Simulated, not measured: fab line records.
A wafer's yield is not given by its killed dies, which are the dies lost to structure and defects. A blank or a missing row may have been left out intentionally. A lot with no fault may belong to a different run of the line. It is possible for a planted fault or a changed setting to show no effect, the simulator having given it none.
Which tool is to blame? -- flow berkeley cmos170 -- 7 lots with 21 wafers sampled at 2 steps, on a route of 331 steps

== WHAT THE GAUGES SHOWED, per wafer ==
UCB170_PWELL_THK_MEAS_06.
lot,measured,on,PWELL_NITRIDE_THK (nm)
L621,day 3 16:13,film metro-02,217.4 216.9 217.7
L623,day 3 16:14,film metro-03,221.3 223.1 220.5
L626,day 4 12:07,film metro-03,220.3 219.5 221.6
L630,day 5 11:05,film metro-02,222.6 221.2 220.2
L632,day 5 19:01,film metro-02,233.7 233.1 232.7
L640,day 7 17:21,film metro-02,216.6 218.7 217.5
L642,day 7 17:23,film metro-03,218.2 219.7 219.0

== WHAT TOOL EACH LOT RAN ON (gives the tool, then ch and the chambers of the sampled wafers, and finally the start) ==
lot,UCB170_PWELL_CVD_05
L621,"lpcvd-02 ch 1, day 3 14:17"
L623,"lpcvd-02 ch 1, day 3 14:17"
L626,"lpcvd-02 ch 1, day 4 10:12"
L630,"lpcvd-01 ch 0, day 5 09:08"
L632,"lpcvd-01 ch 0, day 5 17:06"
L640,"lpcvd-02 ch 1, day 7 15:25"
L642,"lpcvd-02 ch 1, day 7 15:25"
- UCB170_PWELL_CVD_05: deposits Si3N4 from SiH2Cl2/NH3, target thk 220 nm, time 3300 s.

== THE ANSWER, worked out from the rows above alone ==
Rule: usual is defined by the lots themselves. Put in order of their means at a reading, lots are off if they are a third of the lots or fewer, leave a main group of 4 or more, and stand apart from it by a gap of 3 or more times the standard deviation of the main group's means; of several such gaps the widest counts. The tables above print the reading to a certain number of digits; a main group whose means all agree to those digits is not used. Also off: a lot with no number at a reading for which 4 or more lots have one. Any other lot the step has rows for is counted as sound.
Off: at UCB170_PWELL_THK_MEAS_06 (PWELL_NITRIDE_THK), L632. For the main group the mean is 219.6 nm and the standard deviation 1.7.
A tool fits if, at a process step before that reading, it ran every lot that is off, and no sound lot after the first of them. The gauges at UCB170_PWELL_THK_MEAS_06 are tried like those tools. One fits: lpcvd-01 at UCB170_PWELL_CVD_05. A fault onset in the window from L630 (day 5 09:08, its last sound lot) to L632 (day 5 17:06, its first lot off) fits.

== WHAT THE SIMULATOR PUT IN ==
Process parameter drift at UCB170_PWELL_CVD_05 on lpcvd-01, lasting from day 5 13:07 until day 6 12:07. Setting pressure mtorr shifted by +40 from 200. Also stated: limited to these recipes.
Lots struck among those shown: L632. The same result came from the rule above.
